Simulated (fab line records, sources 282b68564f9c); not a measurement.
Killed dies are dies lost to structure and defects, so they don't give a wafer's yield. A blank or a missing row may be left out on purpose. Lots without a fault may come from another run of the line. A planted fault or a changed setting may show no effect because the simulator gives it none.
Tool commonality check | flow rit_cmos | 14 lots, 42 wafers sampled

WHY IT WAS OPENED
At RIT_GATE_THK_MEAS_07 the reading GATE_OXIDE_THK is flagged on 2 of 14 lots. Wafers without a fault read 3.03 nm, standard deviation 0.055.
Rule: a lot is flagged when every wafer of it that has a number lies more than 4 standard deviations from that mean, or none has a number. The other lots count as sound.

lot  | measured    | on            | GATE_OXIDE_THK (nm), wafer by wafer | flag
L107 | day 2 09:27 | film_metro-03 | 3.01 2.98 3.03                      |
L109 | day 2 20:00 | film_metro-01 | 2.99 2.97 2.91                      |
L110 | day 3 01:38 | film_metro-03 | 3.01 3.07 3.00                      |
L113 | day 3 15:44 | film_metro-04 | 2.97 2.98 2.93                      |
L114 | day 3 23:07 | film_metro-01 | 2.98 2.96 2.98                      |
L115 | day 4 02:39 | film_metro-04 | 3.02 3.11 3.00                      |
L117 | day 4 12:39 | film_metro-01 | 3.14 3.05 3.07                      |
L119 | day 4 21:58 | film_metro-04 | 3.09 3.07 3.04                      |
L120 | day 5 02:49 | film_metro-01 | 3.11 3.10 2.99                      |
L125 | day 6 08:43 | film_metro-03 | 5.07 5.03 4.98                      | FLAGGED
L128 | day 6 20:29 | film_metro-03 | 3.12 3.08 3.09                      |
L127 | day 6 21:49 | film_metro-01 | 4.91 4.92 4.92                      | FLAGGED
L129 | day 7 05:49 | film_metro-03 | 3.05 3.11 3.05                      |
L130 | day 7 11:10 | film_metro-04 | 3.02 3.03 2.95                      |
The numbers of the flagged lots are 4.97 nm on average: +1.94 nm against the usual, or +35 standard deviations.

WHICH TOOL RAN EACH LOT
The record holds 1 process step before the reading, out of a route of 202 steps. In each cell: the tool, then ch and the chambers that the sampled wafers went through, then the start.
lot  | flag    | RIT_GATE_OXIDATION_05
L107 |         | furnace-04 ch 0, day 2 08:07
L109 |         | furnace-03 ch 0, day 2 17:35
L110 |         | furnace-04 ch 0, day 3 00:19
L113 |         | furnace-04 ch 0, day 3 14:14
L114 |         | furnace-04 ch 0, day 3 21:47
L115 |         | furnace-01 ch 0, day 4 01:19
L117 |         | furnace-04 ch 0, day 4 11:19
L119 |         | furnace-01 ch 0, day 4 20:38
L120 |         | furnace-01 ch 0, day 5 00:53
L125 | FLAGGED | furnace-03 ch 0, day 6 04:52
L128 |         | furnace-04 ch 0, day 6 19:10
L127 | FLAGGED | furnace-04 ch 0, day 6 19:10
L129 |         | furnace-04 ch 0, day 7 01:33
L130 |         | furnace-04 ch 0, day 7 09:02
What these steps do:
- RIT_GATE_OXIDATION_05: target thk 3 nm, ox time 270 s.
- RIT_GATE_THK_MEAS_07

FLAGGED OVER TOTAL, TOOL BY TOOL (the gauges that took the reading come last)
step                  | tool          | lots run | flagged | share of the flagged lots | sound lots run after its first flagged lot
RIT_GATE_OXIDATION_05 | furnace-01    | 3        | 0       | none                      | -
RIT_GATE_OXIDATION_05 | furnace-03    | 2        | 1       | some                      | 0
RIT_GATE_OXIDATION_05 | furnace-04    | 9        | 1       | some                      | 2 (L129,L130)
RIT_GATE_THK_MEAS_07  | film_metro-01 | 5        | 1       | some                      | 0
RIT_GATE_THK_MEAS_07  | film_metro-03 | 5        | 1       | some                      | 2 (L128,L129)
RIT_GATE_THK_MEAS_07  | film_metro-04 | 4        | 0       | none                      | -

WHAT THE TABLE ALLOWS
No row of the table ran every flagged lot.

WHAT THE SIMULATOR HAD PUT IN
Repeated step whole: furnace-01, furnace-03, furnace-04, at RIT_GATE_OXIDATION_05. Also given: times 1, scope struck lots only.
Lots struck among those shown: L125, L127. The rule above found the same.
